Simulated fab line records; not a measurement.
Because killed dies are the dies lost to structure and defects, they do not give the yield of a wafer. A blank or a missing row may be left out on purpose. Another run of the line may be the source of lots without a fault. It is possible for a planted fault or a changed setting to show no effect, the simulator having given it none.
fab line records + flow rit_cmos
record
- lots=5
- wafers=15
- last_day=7
route steps=202 shown CONTACT@182 M1@184
lots with no fault: from the same line, run without faults
start_h: the number of hours between the record's first day and the start of the first shown wafer of the lot + wait_h: time in hours since the lot's previous step + " the same as in the row above + L1.1+2: a row that stands for several wafers + - either no value or no given start + * or withheld: withheld + < > ~ a bound
route shown NAME@n: a module of which the file shows steps, and the number in the route of the first + usual: mean and standard deviation over wafers with no fault + same: alike in all rows + chamber/n: place in a boat + sites: each site's reading + _std_site: standard deviation of those values + _edge_site: the outer-site mean with the inner-site mean subtracted + radius_mm: how far each site lies from the wafer's centre + mask NAME#n: copy n + behind: the most recent tool/chamber to have shaped the wafer + hold: reason for holding the lot/hours on hold/outcome of the hold + device: the transistor (n, p or np) that didn't switch + end of line: the route-end tests of the same wafers + for a step that has no rows: nothing shown but its recipe + killed: at the first sort, the dies lost to defects and structure; wafer yield is something else + map: shows each die of a wafer: x if killed, . if not, _ if none is there
set.NAME: the setting that was run; set.NAME@STEP: the one run at that earlier step + model.NAME: the simulator's own value behind a step, which no gauge read
certain route steps with their lots: each step a table, each wafer a row
services: a tool's chamber out of use, with start hour (start_h, from the record's first day; less than 0 if before it), hours out, and reason
## steps
# step RIT_CONTACT_CLEAN_13
# recipe
- chemistry=SC1
- mix=3:3:50
- time_s=600
- temp_c=75
| lot.wafer  | tool         | chamber | start_h | wait_h |
|------------|--------------|---------|---------|--------|
| L076.2+3+5 | wet_bench-04 | 0       | 63.93   | 0.1    |
| L078.1+5+6 | wet_bench-04 | 3       | 73.83   | 0.1    |
| L088.4+5+6 | wet_bench-04 | 0       | 123.61  | 0.0    |
| L091.3+4+5 | wet_bench-04 | 1       | 139.84  | 0.1    |
| L094.1+3+4 | wet_bench-04 | 0       | 156.23  | 0.1    |
# step RIT_CONTACT_CLEAN_14
# recipe
- chemistry=SC2
- mix=3:3:50
- time_s=600
- temp_c=75
- dry=n2_spin
| lot.wafer  | tool         | chamber | start_h | wait_h |
|------------|--------------|---------|---------|--------|
| L076.2+3+5 | wet_bench-01 | 0       | 64.10   | 0.0    |
| L078.1+5+6 | wet_bench-02 | 1       | 74.01   | 0.0    |
| L088.4+5+6 | wet_bench-01 | 2       | 123.78  | 0.0    |
| L091.3+4+5 | wet_bench-01 | 3       | 140.02  | 0.0    |
| L094.1+3+4 | wet_bench-02 | 1       | 156.40  | 0.0    |
# step RIT_M1_SPUTTER_00
# recipe
- material=Al
- target_thk_nm=400
- power_w=2000
- chamber_pressure_pa=0.4
- gas=Ar
- time_s=500
- substrate_temp_c=25
# usual
- throttle_valve_pct=30.4/0.61
| lot.wafer | tool           | chamber | start_h | wait_h | throttle_valve_pct |
|-----------|----------------|---------|---------|--------|--------------------|
| L076.2    | pvd_sputter-03 | -       | 64.28   | 0.0    | 30.9               |
| L076.3    | "              | -       | "       | "      | 30.5               |
| L076.5    | "              | -       | "       | "      | 30.4               |
| L078.1    | pvd_sputter-03 | -       | 74.18   | 0.0    | 30.7               |
| L078.5    | "              | -       | "       | "      | 30.6               |
| L078.6    | "              | -       | "       | "      | 30.8               |
| L088.4    | pvd_sputter-03 | -       | 123.99  | 0.0    | 30.8               |
| L088.5    | "              | -       | "       | "      | 30.6               |
| L088.6    | "              | -       | "       | "      | 30.8               |
| L091.3    | pvd_sputter-04 | -       | 140.19  | 0.0    | 29.2               |
| L091.4    | "              | -       | "       | "      | 30.4               |
| L091.5    | "              | -       | "       | "      | 30.9               |
| L094.1    | pvd_sputter-03 | -       | 156.59  | 0.0    | 30.5               |
| L094.3    | "              | -       | "       | "      | 30.9               |
| L094.4    | "              | -       | "       | "      | 30.8               |
# step RIT_M1_RS_MEAS_01
# recipe
- thk_meas_gauge=four-point-probe
- reads=Al_of_M1_SPUTTER_00
# usual
- M1_AL_RS=0.0734/0.00091
| lot.wafer | tool          | chamber | start_h | wait_h | M1_AL_RS[ohm/sq] |
|-----------|---------------|---------|---------|--------|------------------|
| L076.2    | film_metro-03 | -       | 64.59   | 0.2    | 0.0739           |
| L076.3    | "             | -       | "       | "      | 0.0735           |
| L076.5    | "             | -       | "       | "      | 0.0743           |
| L078.1    | film_metro-03 | -       | 74.48   | 0.1    | 0.0746           |
| L078.5    | "             | -       | "       | "      | 0.0745           |
| L078.6    | "             | -       | "       | "      | 0.0745           |
| L088.4    | film_metro-02 | -       | 124.34  | 0.2    | 0.0745           |
| L088.5    | "             | -       | "       | "      | 0.0739           |
| L088.6    | "             | -       | "       | "      | 0.0738           |
| L091.3    | film_metro-04 | -       | 140.53  | 0.2    | 0.0729           |
| L091.4    | "             | -       | "       | "      | 0.0724           |
| L091.5    | "             | -       | "       | "      | 0.0728           |
| L094.1    | film_metro-04 | -       | 156.92  | 0.2    | 0.0722           |
| L094.3    | "             | -       | "       | "      | 0.0735           |
| L094.4    | "             | -       | "       | "      | 0.0744           |
# step RIT_M1_THK_MEAS_02
# recipe
- thk_meas_gauge=xrf
- reads=Al_of_M1_SPUTTER_00
# usual
- M1_AL_THK=404/5.5
| lot.wafer | tool          | chamber | start_h | wait_h | M1_AL_THK[nm] |
|-----------|---------------|---------|---------|--------|---------------|
| L076.2    | film_metro-03 | -       | 64.70   | 0.1    | 401           |
| L076.3    | "             | -       | "       | "      | 401           |
| L076.5    | "             | -       | "       | "      | 400           |
| L078.1    | film_metro-03 | -       | 74.60   | 0.1    | 397           |
| L078.5    | "             | -       | "       | "      | 397           |
| L078.6    | "             | -       | "       | "      | 398           |
| L088.4    | film_metro-02 | -       | 124.43  | 0.1    | 401           |
| L088.5    | "             | -       | "       | "      | 405           |
| L088.6    | "             | -       | "       | "      | 402           |
| L091.3    | film_metro-04 | -       | 140.63  | 0.1    | 407           |
| L091.4    | "             | -       | "       | "      | 409           |
| L091.5    | "             | -       | "       | "      | 408           |
| L094.1    | film_metro-04 | -       | 157.04  | 0.1    | 412           |
| L094.3    | "             | -       | "       | "      | 403           |
| L094.4    | "             | -       | "       | "      | 400           |
# step RIT_M1_HMDS_03
# recipe
- prime_time_s=60
- prime_temp_c=140
| lot.wafer  | tool           | chamber | start_h | wait_h |
|------------|----------------|---------|---------|--------|
| L076.2+3+5 | litho_track-02 | 0       | 64.78   | 0.1    |
| L078.1+5+6 | litho_track-03 | 0       | 74.66   | 0.1    |
| L088.4+5+6 | litho_track-04 | 0       | 124.54  | 0.1    |
| L091.3+4+5 | litho_track-02 | 0       | 140.72  | 0.1    |
| L094.1+3+4 | litho_track-04 | 0       | 157.10  | 0.1    |
# step RIT_M1_COAT_04
# recipe
- resist=NOVOLAK
- spin_rpm=2000
- resist_thk_nm=1300
| lot.wafer  | tool           | chamber | start_h | wait_h |
|------------|----------------|---------|---------|--------|
| L076.2+3+5 | litho_track-02 | 0       | 64.93   | 0.1    |
| L078.1+5+6 | litho_track-03 | 0       | 74.81   | 0.1    |
| L088.4+5+6 | litho_track-04 | 0       | 124.69  | 0.1    |
| L091.3+4+5 | litho_track-02 | 0       | 140.87  | 0.1    |
| L094.1+3+4 | litho_track-04 | 0       | 157.25  | 0.1    |
# step RIT_M1_SOFTBAKE_05
# recipe
- resist=NOVOLAK
- temp_c=89.34
- time_s=60
# usual
- heater_power_total_W=34.20/0.048
| lot.wafer | tool           | chamber | start_h | wait_h | heater_power_total_W |
|-----------|----------------|---------|---------|--------|----------------------|
| L076.2    | litho_track-02 | 0       | 65.08   | 0.1    | 34.13                |
| L076.3    | "              | 0       | "       | "      | 34.15                |
| L076.5    | "              | 0       | "       | "      | 34.24                |
| L078.1    | litho_track-03 | 0       | 74.96   | 0.1    | 34.17                |
| L078.5    | "              | 0       | "       | "      | 34.26                |
| L078.6    | "              | 0       | "       | "      | 34.17                |
| L088.4    | litho_track-04 | 0       | 124.84  | 0.1    | 34.23                |
| L088.5    | "              | 0       | "       | "      | 34.19                |
| L088.6    | "              | 0       | "       | "      | 34.20                |
| L091.3    | litho_track-02 | 0       | 141.02  | 0.1    | 34.20                |
| L091.4    | "              | 0       | "       | "      | 34.21                |
| L091.5    | "              | 0       | "       | "      | 34.27                |
| L094.1    | litho_track-04 | 0       | 157.40  | 0.1    | 34.27                |
| L094.3    | "              | 0       | "       | "      | 34.23                |
| L094.4    | "              | 0       | "       | "      | 34.17                |
# step RIT_M1_EXPOSE_06
# recipe
- mask_id=M12
- na=0.6
- source_shape=conventional
- sigma_outer=0.5
- target_cd_nm=2600
- dose_mj=250
# same
- sigma_outer=0.5
| lot.wafer  | tool             | chamber | start_h | wait_h | mask  |
|------------|------------------|---------|---------|--------|-------|
| L076.2+3+5 | iline_stepper-02 | 0       | 65.22   | 0.1    | M12#0 |
| L078.1+5+6 | iline_stepper-01 | 0       | 75.11   | 0.1    | M12#0 |
| L088.4+5+6 | iline_stepper-01 | 0       | 125.10  | 0.2    | M12#0 |
| L091.3+4+5 | iline_stepper-02 | 0       | 141.16  | 0.1    | M12#0 |
| L094.1+3+4 | iline_stepper-02 | 0       | 157.55  | 0.1    | M12#0 |
# step RIT_M1_PEB_07
# recipe
- resist=NOVOLAK
- temp_c=withheld
- time_s=withheld
| lot.wafer  | tool           | chamber | start_h | wait_h |
|------------|----------------|---------|---------|--------|
| L076.2+3+5 | litho_track-03 | 0       | 65.34   | 0.1    |
| L078.1+5+6 | litho_track-02 | 0       | 75.22   | 0.1    |
| L088.4+5+6 | litho_track-03 | 0       | 125.23  | 0.1    |
| L091.3+4+5 | litho_track-03 | 0       | 141.45  | 0.3    |
| L094.1+3+4 | litho_track-03 | 0       | 157.66  | 0.1    |
# step RIT_M1_DEVELOP_08
# recipe
- resist=NOVOLAK
- develop_time_s=68
- dev_temp_c=23
# same
- develop_time_s=68
| lot.wafer  | tool           | chamber | start_h | wait_h |
|------------|----------------|---------|---------|--------|
| L076.2+3+5 | litho_track-03 | 0       | -       | -      |
| L078.1+5+6 | litho_track-02 | 0       | -       | -      |
| L088.4+5+6 | litho_track-03 | 0       | -       | -      |
| L091.3+4+5 | litho_track-03 | 0       | -       | -      |
| L094.1+3+4 | litho_track-03 | 0       | -       | -      |
# step RIT_M1_CD_MEAS_09
# recipe
- target_cd_nm=2600
# usual
- cd_nm=2599.9/2.1
| lot.wafer | tool      | chamber | start_h | wait_h | cd_nm  |
|-----------|-----------|---------|---------|--------|--------|
| L076.2    | cd_sem-01 | -       | 65.65   | -      | 2599.8 |
| L076.3    | "         | -       | "       | "      | 2598.8 |
| L076.5    | "         | -       | "       | "      | 2598.2 |
| L078.1    | cd_sem-01 | -       | 75.54   | -      | 2601.3 |
| L078.5    | "         | -       | "       | "      | 2604.2 |
| L078.6    | "         | -       | "       | "      | 2599.9 |
| L088.4    | cd_sem-01 | -       | 125.53  | -      | 2599.7 |
| L088.5    | "         | -       | "       | "      | 2598.8 |
| L088.6    | "         | -       | "       | "      | 2600.2 |
| L091.3    | cd_sem-02 | -       | 141.75  | -      | 2600.1 |
| L091.4    | "         | -       | "       | "      | 2599.8 |
| L091.5    | "         | -       | "       | "      | 2599.3 |
| L094.1    | cd_sem-02 | -       | 157.98  | -      | 2599.1 |
| L094.3    | "         | -       | "       | "      | 2595.6 |
| L094.4    | "         | -       | "       | "      | 2596.7 |
# step RIT_M1_OVL_MEAS_10
# usual
- M1_OVL=-0.4/1.6
| lot.wafer | tool       | chamber | start_h | wait_h | M1_OVL[nm] |
|-----------|------------|---------|---------|--------|------------|
| L076.2    | overlay-02 | -       | 65.76   | 0.1    | 0.1        |
| L076.3    | "          | -       | "       | "      | 1.1        |
| L076.5    | "          | -       | "       | "      | 0.6        |
| L078.1    | overlay-01 | -       | 75.66   | 0.1    | 0.7        |
| L078.5    | "          | -       | "       | "      | 0.7        |
| L078.6    | "          | -       | "       | "      | -0.2       |
| L088.4    | overlay-02 | -       | 125.61  | 0.1    | 1.2        |
| L088.5    | "          | -       | "       | "      | 0.2        |
| L088.6    | "          | -       | "       | "      | 0.0        |
| L091.3    | overlay-02 | -       | 141.84  | 0.1    | -0.5       |
| L091.4    | "          | -       | "       | "      | 0.0        |
| L091.5    | "          | -       | "       | "      | -0.4       |
| L094.1    | overlay-01 | -       | 158.10  | 0.1    | -1.5       |
| L094.3    | "          | -       | "       | "      | -1.9       |
| L094.4    | "          | -       | "       | "      | -2.1       |
# step RIT_M1_HARDBAKE_11
# recipe
- resist=NOVOLAK
- temp_c=140
- time_s=120
# usual
- heater_power_total_W=52.04/0.066
| lot.wafer | tool           | chamber | start_h | wait_h | heater_power_total_W |
|-----------|----------------|---------|---------|--------|----------------------|
| L076.2    | litho_track-02 | 0       | 65.83   | 0.1    | 52.06                |
| L076.3    | "              | 0       | "       | "      | 52.07                |
| L076.5    | "              | 0       | "       | "      | 52.07                |
| L078.1    | litho_track-03 | 0       | 75.69   | 0.0    | 52.00                |
| L078.5    | "              | 0       | "       | "      | 52.06                |
| L078.6    | "              | 0       | "       | "      | 52.07                |
| L088.4    | litho_track-03 | 0       | 125.75  | 0.1    | 52.02                |
| L088.5    | "              | 0       | "       | "      | 52.00                |
| L088.6    | "              | 0       | "       | "      | 52.04                |
| L091.3    | litho_track-02 | 0       | 142.06  | 0.2    | 52.13                |
| L091.4    | "              | 0       | "       | "      | 52.04                |
| L091.5    | "              | 0       | "       | "      | 52.05                |
| L094.1    | litho_track-02 | 0       | 158.34  | 0.2    | 51.94                |
| L094.3    | "              | 0       | "       | "      | 52.05                |
| L094.4    | "              | 0       | "       | "      | 51.99                |
# step RIT_M1_METAL_ETCH_12
# recipe
- stop_on=SiO2
- chemistry=Cl2/BCl3
- target=Al
- time_s=165
- over_etch_frac=0.5
- pressure_mtorr=100
- target_depth_a=6000
- rf_w=257
- Cl2_flow_sccm=60
- bcl3_flow_sccm=50
# usual
- drypump_motor_current_A=5.9/0.4
- oes_product_au=0.772/0.012
- throttle_valve_pct=8.26/0.08
| lot.wafer | tool         | chamber | start_h | wait_h | drypump_motor_current_A | oes_product_au | rf_hours_counter_h | throttle_valve_pct |
|-----------|--------------|---------|---------|--------|-------------------------|----------------|--------------------|--------------------|
| L076.2    | rie_metal-02 | 0       | 66.04   | 0.2    | 6.6                     | 0.747          | 2                  | 8.11               |
| L076.3    | "            | 1       | "       | "      | 5.6                     | 0.783          | -                  | 8.28               |
| L076.5    | "            | 0       | "       | "      | 6.6                     | 0.756          | -                  | 8.12               |
| L078.1    | rie_metal-04 | 0       | 75.94   | 0.2    | 5.3                     | 0.765          | 1                  | 8.34               |
| L078.5    | "            | 0       | "       | "      | 5.3                     | 0.756          | -                  | 8.34               |
| L078.6    | "            | 1       | "       | "      | 5.9                     | 0.777          | -                  | 8.24               |
| L088.4    | rie_metal-02 | 0       | 125.93  | 0.1    | 6.6                     | 0.756          | -                  | 8.11               |
| L088.5    | "            | 0       | "       | "      | 6.6                     | 0.756          | -                  | 8.12               |
| L088.6    | "            | 1       | "       | "      | 5.6                     | 0.777          | -                  | 8.30               |
| L091.3    | rie_metal-02 | 1       | 142.29  | 0.2    | 5.6                     | 0.779          | -                  | 8.27               |
| L091.4    | "            | 0       | "       | "      | 6.6                     | 0.766          | -                  | 8.10               |
| L091.5    | "            | 0       | "       | "      | 6.6                     | 0.762          | -                  | 8.12               |
| L094.1    | rie_metal-03 | 0       | 158.59  | 0.2    | 6.2                     | 0.775          | 0                  | 8.33               |
| L094.3    | "            | 0       | "       | "      | 6.2                     | 0.772          | -                  | 8.34               |
| L094.4    | "            | 1       | "       | "      | 6.0                     | 0.766          | -                  | 8.23               |
# step RIT_M1_STRIP_13
# recipe
- chemistry=nmp
- resist=NOVOLAK
- temp_c=80
- time_s=600
- dry=n2_spin
| lot.wafer  | tool         | chamber | start_h | wait_h |
|------------|--------------|---------|---------|--------|
| L076.2+3+5 | wet_bench-04 | 2       | 66.20   | 0.1    |
| L078.1+5+6 | wet_bench-03 | 2       | 76.10   | 0.1    |
| L088.4+5+6 | wet_bench-03 | 0       | 126.04  | 0.1    |
| L091.3+4+5 | wet_bench-02 | 2       | 142.39  | 0.1    |
| L094.1+3+4 | wet_bench-04 | 0       | 158.75  | 0.1    |
# step RIT_M1_STRIP_14
# recipe
- chemistry=O2
- time_s=180
- platen_temp_c=withheld
- power_w=500
- pressure_mtorr=4000
- o2_flow_sccm=4000
# usual
- drypump_motor_current_A=5.5/0.32
| lot.wafer | tool            | chamber | start_h | wait_h | drypump_motor_current_A | rf_hours_counter_h |
|-----------|-----------------|---------|---------|--------|-------------------------|--------------------|
| L076.2    | plasma_asher-01 | 0       | 66.38   | 0.0    | 5.6                     | 44                 |
| L076.3    | "               | 0       | "       | "      | 5.6                     | -                  |
| L076.5    | "               | 0       | "       | "      | 5.6                     | -                  |
| L078.1    | plasma_asher-04 | 1       | 76.28   | 0.0    | 5.6                     | 31                 |
| L078.5    | "               | 1       | "       | "      | 5.6                     | -                  |
| L078.6    | "               | 0       | "       | "      | 5.2                     | -                  |
| L088.4    | plasma_asher-01 | 1       | 126.29  | 0.1    | 5.6                     | -                  |
| L088.5    | "               | 0       | "       | "      | 5.6                     | -                  |
| L088.6    | "               | 1       | "       | "      | 5.6                     | -                  |
| L091.3    | plasma_asher-04 | 0       | 142.64  | 0.1    | 5.2                     | -                  |
| L091.4    | "               | 1       | "       | "      | 5.6                     | -                  |
| L091.5    | "               | 0       | "       | "      | 5.2                     | -                  |
| L094.1    | plasma_asher-01 | 1       | 158.93  | 0.0    | 5.7                     | 52                 |
| L094.3    | "               | 0       | "       | "      | 5.6                     | -                  |
| L094.4    | "               | 1       | "       | "      | 5.6                     | -                  |
# step RIT_M1_CD_MEAS_90
# recipe
- target_cd_nm=2600
# usual
- cd_nm=2599.2/2.8
| lot.wafer | tool      | chamber | start_h | wait_h | cd_nm  |
|-----------|-----------|---------|---------|--------|--------|
| L076.2    | cd_sem-02 | -       | 66.57   | 0.1    | 2599.5 |
| L076.3    | "         | -       | "       | "      | 2596.0 |
| L076.5    | "         | -       | "       | "      | 2598.5 |
| L078.1    | cd_sem-02 | -       | 76.45   | 0.1    | 2601.4 |
| L078.5    | "         | -       | "       | "      | 2603.6 |
| L078.6    | "         | -       | "       | "      | 2598.0 |
| L088.4    | cd_sem-01 | -       | 126.46  | 0.1    | 2600.0 |
| L088.5    | "         | -       | "       | "      | 2599.7 |
| L088.6    | "         | -       | "       | "      | 2597.4 |
| L091.3    | cd_sem-01 | -       | 142.80  | 0.1    | 2600.9 |
| L091.4    | "         | -       | "       | "      | 2601.7 |
| L091.5    | "         | -       | "       | "      | 2599.9 |
| L094.1    | cd_sem-01 | -       | 159.10  | 0.1    | 2596.4 |
| L094.3    | "         | -       | "       | "      | 2592.7 |
| L094.4    | "         | -       | "       | "      | 2595.3 |
# step RIT_M1_ANNEAL_15
# recipe
- temp_c=450
- time_s=1800
- ambient=forming_gas_H2N2
# usual
- spike_tc_load_C=469.4/2.5
- zone_power_centre_pct=21.1/2.1
| lot.wafer | tool | chamber | start_h | wait_h | spike_tc_load_C | zone_power_centre_pct |
|-----------|------|---------|---------|--------|-----------------|-----------------------|
| L076.2    | -    | -       | 67.14   | 0.5    | 472.4           | 22.1                  |
| L076.3    | "    | -       | "       | "      | 472.7           | 22.2                  |
| L076.5    | "    | -       | "       | "      | 471.6           | 22.1                  |
| L078.1    | -    | -       | 76.57   | 0.1    | 470.1           | 18.3                  |
| L078.5    | "    | -       | "       | "      | 466.7           | 18.0                  |
| L078.6    | "    | -       | "       | "      | 467.8           | 18.4                  |
| L088.4    | -    | -       | 126.52  | 0.0    | 472.6           | 22.4                  |
| L088.5    | "    | -       | "       | "      | 472.5           | 22.1                  |
| L088.6    | "    | -       | "       | "      | 471.5           | 22.2                  |
| L091.3    | -    | -       | 142.88  | 0.1    | 472.6           | 22.3                  |
| L091.4    | "    | -       | "       | "      | 471.8           | 22.1                  |
| L091.5    | "    | -       | "       | "      | 470.9           | 22.0                  |
| L094.1    | -    | -       | 159.22  | 0.1    | 472.5           | 22.3                  |
| L094.3    | "    | -       | "       | "      | 470.9           | 22.6                  |
| L094.4    | "    | -       | "       | "      | 472.1           | 22.0                  |
# step RIT_M1_BOW_MEAS_16
# recipe
- mode=bow
# usual
- M1_BOW=16/7.1
| lot.wafer | tool          | chamber | start_h | wait_h | M1_BOW[um] |
|-----------|---------------|---------|---------|--------|------------|
| L076.2    | film_metro-04 | -       | 68.66   | 0.0    | 2          |
| L076.3    | "             | -       | "       | "      | 14         |
| L076.5    | "             | -       | "       | "      | 21         |
| L078.1    | film_metro-02 | -       | 78.07   | 0.0    | 27         |
| L078.5    | "             | -       | "       | "      | 23         |
| L078.6    | "             | -       | "       | "      | 14         |
| L088.4    | film_metro-04 | -       | 128.08  | 0.1    | 23         |
| L088.5    | "             | -       | "       | "      | 19         |
| L088.6    | "             | -       | "       | "      | 21         |
| L091.3    | film_metro-04 | -       | 144.42  | 0.0    | 20         |
| L091.4    | "             | -       | "       | "      | 20         |
| L091.5    | "             | -       | "       | "      | 19         |
| L094.1    | film_metro-02 | -       | 160.72  | 0.0    | 12         |
| L094.3    | "             | -       | "       | "      | 9          |
| L094.4    | "             | -       | "       | "      | 22         |
# step RIT_M1_PROBE_99
# usual
- defect_limited_yield=97.2/1.1
- killed_at_M0_to_M3=0.0/0.14
- killed_at_contacts=0.1/0.27
- killed_at_front_end=7.2/2.9
- killed_dies=7.3/2.9
- killed_open=3.6/1.9
- killed_short=3.8/1.9
- sort_bin_3_pad_short=0.1/0.19
- sort_bin_5_function=1.5/0.78
- sort_bin_6_memory=1.2/0.71
- sort_n_pass=256.7/2.9
- sort_yield_pct=97.2/1.1
# same
- gross_dies=264
- killed_at_M4_up=0
- killed_at_back_side=0
- killed_at_other=0
| lot.wafer | tool      | chamber | start_h | wait_h | defect_limited_yield[%] | killed_at_M0_to_M3 | killed_at_contacts | killed_at_front_end | killed_dies | killed_open | killed_short | sort_bin_3_pad_short[%] | sort_bin_5_function[%] | sort_bin_6_memory[%] | sort_n_pass | sort_yield_pct[%] |
|-----------|-----------|---------|---------|--------|-------------------------|--------------------|--------------------|---------------------|-------------|-------------|--------------|-------------------------|------------------------|----------------------|-------------|-------------------|
| L076.2    | prober-01 | -       | 68.81   | 0.1    | 97.7                    | 0                  | 0                  | 6                   | 6           | 2           | 4            | 0                       | 1.9                    | 0.4                  | 258.0       | 97.7              |
| L076.3    | prober-01 | -       | 68.86   | 0.2    | 98.9                    | 0                  | 0                  | 3                   | 3           | 1           | 2            | 0.4                     | 0.4                    | 0.4                  | 261.0       | 98.9              |
| L076.5    | prober-01 | -       | 68.96   | 0.2    | 97.0                    | 0                  | 0                  | 8                   | 8           | 3           | 5            | 0                       | 2.3                    | 0.8                  | 256.0       | 97.0              |
| L078.1    | prober-01 | -       | 78.19   | 0.1    | 97.3                    | 0                  | 0                  | 7                   | 7           | 3           | 4            | 0                       | 1.1                    | 1.5                  | 257.0       | 97.3              |
| L078.5    | prober-01 | -       | 78.39   | 0.2    | 97.3                    | 0                  | 0                  | 7                   | 7           | 4           | 3            | 0                       | 1.1                    | 1.5                  | 257.0       | 97.3              |
| L078.6    | prober-01 | -       | 78.44   | 0.2    | 93.6                    | 0                  | 0                  | 17                  | 17          | 9           | 8            | 0                       | 3.8                    | 2.7                  | 247.0       | 93.6              |
| L088.4    | prober-01 | -       | 128.29  | 0.2    | 98.1                    | 0                  | 0                  | 5                   | 5           | 2           | 3            | 0                       | 1.1                    | 0.8                  | 259.0       | 98.1              |
| L088.5    | prober-01 | -       | 128.34  | 0.2    | 97.0                    | 0                  | 1                  | 7                   | 8           | 3           | 5            | 0                       | 1.9                    | 1.1                  | 256.0       | 97.0              |
| L088.6    | prober-01 | -       | 128.39  | 0.2    | 97.7                    | 0                  | 0                  | 6                   | 6           | 3           | 3            | 0                       | 1.1                    | 1.1                  | 258.0       | 97.7              |
| L091.3    | prober-02 | -       | 144.60  | 0.2    | 97.3                    | 0                  | 1                  | 6                   | 7           | 4           | 3            | 0                       | 1.9                    | 0.8                  | 257.0       | 97.3              |
| L091.4    | prober-02 | -       | 144.65  | 0.2    | 97.3                    | 0                  | 0                  | 7                   | 7           | 4           | 3            | 0                       | 1.9                    | 0.8                  | 257.0       | 97.3              |
| L091.5    | prober-02 | -       | 144.70  | 0.2    | 96.2                    | 0                  | 1                  | 9                   | 10          | 5           | 5            | 0                       | 2.3                    | 1.5                  | 254.0       | 96.2              |
| L094.1    | prober-01 | -       | 160.84  | 0.1    | 98.9                    | 0                  | 0                  | 3                   | 3           | 1           | 2            | 0                       | 0.8                    | 0.4                  | 261.0       | 98.9              |
| L094.3    | prober-01 | -       | 160.94  | 0.2    | 98.1                    | 0                  | 0                  | 5                   | 5           | 2           | 3            | 0.4                     | 0                      | 1.5                  | 259.0       | 98.1              |
| L094.4    | prober-01 | -       | 160.99  | 0.2    | 98.5                    | 1                  | 0                  | 3                   | 4           | 2           | 2            | 0                       | 1.1                    | 0.4                  | 260.0       | 98.5              |
# killed by level:class
L076.2 FOX2:geometric_particle:short=2 FOX2:geometric_particle:open=2 GATE:geometric_particle:short=1 REOX:geometric_particle:short=1
L076.3 FOX2:geometric_particle:short=1 SPACER:geometric_particle:short=1 SPACER:geometric_particle:open=1
L076.5 GATE:geometric_particle:short=3 REOX:geometric_particle:open=3 REOX:geometric_particle:short=1 SPACER:geometric_particle:short=1
L078.1 GATE:geometric_particle:short=2 FOX1:geometric_particle:short=1 FOX2:geometric_particle:open=1 GATE:geometric_particle:open=1 REOX:geometric_particle:open=1 REOX:geometric_particle:short=1
L078.5 GATE:geometric_particle:open=3 FOX1:geometric_particle:short=1 GATE:geometric_particle:short=1 SILICIDE:geometric_particle:short=1 SILICIDE:geometric_particle:open=1
L078.6 GATE:geometric_particle:short=5 REOX:geometric_particle:open=4 GATE:geometric_particle:open=3 REOX:geometric_particle:short=3 SPACER:geometric_particle:open=1 SILICIDE:geometric_particle:open=1
L088.4 GATE:geometric_particle:short=3 FOX1:geometric_particle:open=1 GATE:geometric_particle:open=1
L088.5 REOX:geometric_particle:short=2 ACTIVE:geometric_particle:short=1 FOX2:geometric_particle:short=1 REOX:geometric_particle:open=1 SPACER:geometric_particle:open=1 SPACER:geometric_particle:short=1 CONTACT:geometric_particle:open=1
L088.6 GATE:geometric_particle:open=2 GATE:geometric_particle:short=2 REOX:geometric_particle:open=1 REOX:geometric_particle:short=1
L091.3 GATE:geometric_particle:open=2 GATE:geometric_particle:short=2 FOX1:geometric_particle:open=1 SPACER:geometric_particle:open=1 CONTACT:geometric_particle:short=1
L091.4 REOX:geometric_particle:open=2 FOX2:geometric_particle:open=1 FOX2:geometric_particle:short=1 GATE:geometric_particle:short=1 GATE:geometric_particle:open=1 REOX:geometric_particle:short=1
L091.5 FOX2:geometric_particle:open=3 SILICIDE:geometric_particle:short=2 FOX1:geometric_particle:short=1 FOX2:geometric_particle:short=1 GATE:geometric_particle:open=1 SPACER:geometric_particle:open=1 CONTACT:geometric_particle:short=1
L094.1 FOX1:geometric_particle:open=1 GATE:geometric_particle:short=1 REOX:geometric_particle:short=1
L094.3 GATE:geometric_particle:short=2 FOX1:geometric_particle:open=1 REOX:geometric_particle:short=1 SILICIDE:geometric_particle:open=1
L094.4 GATE:geometric_particle:short=2 GATE:geometric_particle:open=1 M1:geometric_particle:open=1
## services
| tool             | chamber | start_h | hours | kind       |
|------------------|---------|---------|-------|------------|
| furnace-03       | -       | 44.08   | 3.6   | pm         |
| rie_metal-03     | -       | 45.42   | 2.8   | pm         |
| furnace-04       | -       | 56.54   | 5.5   | pm         |
| plasma_asher-01  | -       | 83.32   | 14.6  | pm         |
| wet_bench-02     | -       | 90.96   | 2.8   | repair     |
| pvd_sputter-03   | -       | 91.20   | 3.1   | repair     |
| pvd_sputter-04   | -       | 94.50   | 0.7   | repair     |
| rie_metal-04     | 1       | 109.33  | 1.5   | repair     |
| pvd_sputter-03   | -       | 116.53  | 4.9   | repair     |
| rie_metal-02     | -       | 132.35  | 1.4   | pm         |
| iline_stepper-01 | -       | 135.02  | 2.7   | repair     |
| rie_metal-03     | -       | 136.12  | 20.0  | pm         |
| rie_metal-03     | 0       | 136.12  | 20.0  | vent_cycle |
| rie_metal-03     | 1       | 136.12  | 20.0  | vent_cycle |
| rie_metal-04     | -       | 143.40  | 0.5   | repair     |
| rie_metal-03     | 0       | 156.12  | -     | clean      |
| rie_metal-03     | 1       | 156.12  | -     | clean      |
## key
fault none
